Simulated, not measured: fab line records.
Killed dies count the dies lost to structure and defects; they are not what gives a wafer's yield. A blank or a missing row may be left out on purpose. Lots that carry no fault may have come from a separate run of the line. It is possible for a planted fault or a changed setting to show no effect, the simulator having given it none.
Comparing a struck lot with a sound one | flow ritCmos | 43 out of 202 route steps
Sound: these wafers, L345.1, L345.3, L345.6. Struck: wafers L358.3, L358.5, L358.6. At the end, the cause is stated.
Per side, at each step with rows, come the tool, then ch with its chambers, and then its first start. Under that, the readings that differ: sound wafers | struck wafers | difference of the means | sigmas: that difference in standard deviations of wafers without a fault.
alike: readings whose means differ by less than 2 such deviations, and words and numbers that are the same on both sides. not compared: withheld readings, readings that some wafer has no value for, bounds like >300 that may hide the same value, and numbers for which the record gives no deviation and whose values overlap.
Wherever a step has rows on one side only, a row that says differs or no value, or a row with sigmas, the two part there. Non-overlapping numbers with no deviation appear without sigmas and do not part them. A reading missing from all wafers of one side parts the sides only when that side holds two or more wafers.

first, 1 step without rows for these wafers: RIT_ACTIVE_DEVELOP_10 (develop time 50 s).
RIT_ACTIVE_CD_MEAS_11 targets a cd of 1400 nm.
  sound on cdSem-02, day 3 12:59; struck on cdSem-01, day 6 05:32
reading   | sound                | struck               | difference | sigmas
cdNm (nm) | 1392.7 1394.4 1396.5 | 1403.6 1400.6 1403.1 | +7.9       | +3
then, 1 step without rows for these wafers: RIT_ACTIVE_HARDBAKE_12 (time 60 s).
RIT_ACTIVE_ETCH_13: etches Si3N4 in SF6, stops on SiO2, time 210 s, target depth 210 nm.
  sound on rieDiel-04 ch 1,3, day 3 13:15; struck on rieDiel-04 ch 0,2,3, day 6 05:46
  alike: drypumpMotorCurrentA, oesProductAu, throttleValvePct
  not compared: rfHoursCounterH
RIT_ACTIVE_STRIP_14: strips in O2, time 180 s.
  sound on plasmaAsher-01 ch 0,1, day 3 13:23; struck on plasmaAsher-02 ch 0,1, day 6 05:58
  alike: drypumpMotorCurrentA, rfReflPowerW
  not compared: rfHoursCounterH
RIT_ACTIVE_CD_MEAS_90 targets a cd of 1400 nm.
  sound on cdSem-01, day 3 13:34; struck on cdSem-01, day 6 06:07
reading   | sound                | struck               | difference | sigmas
cdNm (nm) | 1392.4 1394.3 1396.5 | 1403.2 1401.1 1403.4 | +8.2       | +3
then, 4 steps without rows for these wafers: RIT_ACTIVE_CLEAN_15 (cleans in SC1, time 600 s); RIT_ACTIVE_CLEAN_16 (cleans in dHF, time 30 s); RIT_ACTIVE_CLEAN_17 (cleans in SC2, time 600 s); RIT_FOX1_OXIDATION_00 (target thk 350.7 nm, ox time 1130 s).
RIT_FOX1_THK_MEAS_01:
  sound on filmMetro-04, day 3 16:48; struck on filmMetro-03, day 6 08:05
  alike: FOX1_OXIDE_THK
then, 1 step without rows for these wafers: RIT_FOX1_WET_ETCH_02 (etches SiO2 in BOE, target depth 350 nm, time 390 s).
RIT_FOX2_OXIDATION_00: target thk 350.7 nm, ox time 1130 s.
  sound on furnace-03 ch 0, day 3 17:06; struck on furnace-04 ch 0, day 6 09:15
reading              | sound    | struck   | difference | sigmas
zonePowerLoadPct (%) | 40 41 40 | 52 51 52 | +11        | +3
  alike: spikeTcLoadC
RIT_FOX2_THK_MEAS_01:
  sound on filmMetro-01, day 3 18:25; struck on filmMetro-04, day 6 10:35
  alike: FOX2_OXIDE_THK
then, 2 steps without rows for these wafers: RIT_FOX2_CLEAN_02 (cleans in dHF, time 180 s); RIT_FOX2_WET_ETCH_03 (etches Si3N4 in H3PO4, target depth 195 nm, time 2700 s).
RIT_FOX2_THK_MEAS_90:
  sound on filmMetro-01, day 3 19:17; struck on filmMetro-04, day 6 11:32
  alike: FIELD_OXIDE_LEFT_1_THK
then, 6 steps without rows for these wafers: RIT_NWELL_HMDS_00 (prime time 60 s); RIT_NWELL_COAT_01 (resist thk 1300 nm); RIT_NWELL_SOFTBAKE_02 (time 60 s); RIT_NWELL_EXPOSE_03 (exposes mask M2, target cd 43900 nm); RIT_NWELL_PEB_04; RIT_NWELL_DEVELOP_05 (develop time 68 s).
RIT_NWELL_OVL_MEAS_06:
  sound on overlay-01, day 3 20:14; struck on overlay-02, day 6 12:28
reading        | sound          | struck      | difference | sigmas
NWELL_OVL (nm) | -3.1 -3.1 -3.6 | 1.0 0.5 2.7 | +4.7       | +4
then, 2 steps without rows for these wafers: RIT_NWELL_HARDBAKE_07 (time 120 s); RIT_NWELL_IMPLANT_08.
RIT_NWELL_STRIP_09: strips in O2, time 180 s.
  sound on plasmaAsher-02 ch 0,1, day 3 20:40; struck on plasmaAsher-04 ch 0,1, day 6 12:57
  alike: drypumpMotorCurrentA, rfReflPowerW
  not compared: rfHoursCounterH
RIT_NWELL_TW_MEAS_10:
  sound on filmMetro-02, day 3 20:50; struck on filmMetro-02, day 6 13:05
  alike: NWELL_TW
then, 6 steps without rows for these wafers: RIT_PWELL_HMDS_00 (prime time 60 s); RIT_PWELL_COAT_01 (resist thk 1300 nm); RIT_PWELL_SOFTBAKE_02 (time 60 s); RIT_PWELL_EXPOSE_03 (exposes mask M3, target cd 43700 nm); RIT_PWELL_PEB_04; RIT_PWELL_DEVELOP_05 (develop time 68 s).
RIT_PWELL_OVL_MEAS_06:
  sound on overlay-01, day 3 21:55; struck on overlay-02, day 6 14:08
reading        | sound       | struck         | difference | sigmas
PWELL_OVL (nm) | 1.2 2.1 0.4 | -3.2 -0.7 -1.6 | -3.1       | -2
then, 2 steps without rows for these wafers: RIT_PWELL_HARDBAKE_07 (time 120 s); RIT_PWELL_IMPLANT_08.
RIT_PWELL_STRIP_09: strips in O2, time 180 s.
  sound on plasmaAsher-01 ch 0,1, day 3 22:28; struck on plasmaAsher-01 ch 0,1, day 6 14:37
  alike: drypumpMotorCurrentA, rfReflPowerW
  not compared: rfHoursCounterH
RIT_PWELL_TW_MEAS_10:
  sound on filmMetro-01, day 3 22:38; struck on filmMetro-03, day 6 14:46
  alike: PWELL_TW
then, 1 step without rows for these wafers: RIT_WELLDRIVE_ANNEAL_00 (time 14700 s).
RIT_WELLDRIVE_RS_MEAS_01: measurement is done with a four-point probe.
  sound on filmMetro-02, day 4 05:08; struck on filmMetro-03, day 6 20:46
reading           | sound             | struck            | difference | sigmas
NWELL_RS (ohm/sq) | 277.9 277.7 277.7 | 281.8 280.6 280.5 | +3.2       | +4
RIT_WELLDRIVE_RS_MEAS_02: measurement is done with a four-point probe.
  sound on filmMetro-02, day 4 05:16; struck on filmMetro-03, day 6 20:53
  alike: PWELL_RS
RIT_M1_PROBE_99:
  sound on prober-01, day 5 12:06; struck on prober-01, day 8 03:54
reading          | sound | struck      | difference | sigmas
killedAtFrontEnd | 6 6 2 | 166 162 164 | +159       | +61
killedDies       | 6 6 2 | 166 162 164 | +159       | +61
killedOnRim      | 2 3 1 | 43 49 42    | +43        | +33
  alike: killedAtContacts, killedOpen, killedShort

== WHERE THEY PART ==
Last at RIT_M1_PROBE_99 as far as this record goes, first at RIT_ACTIVE_CD_MEAS_11.

WHY: whatever the simulator had introduced
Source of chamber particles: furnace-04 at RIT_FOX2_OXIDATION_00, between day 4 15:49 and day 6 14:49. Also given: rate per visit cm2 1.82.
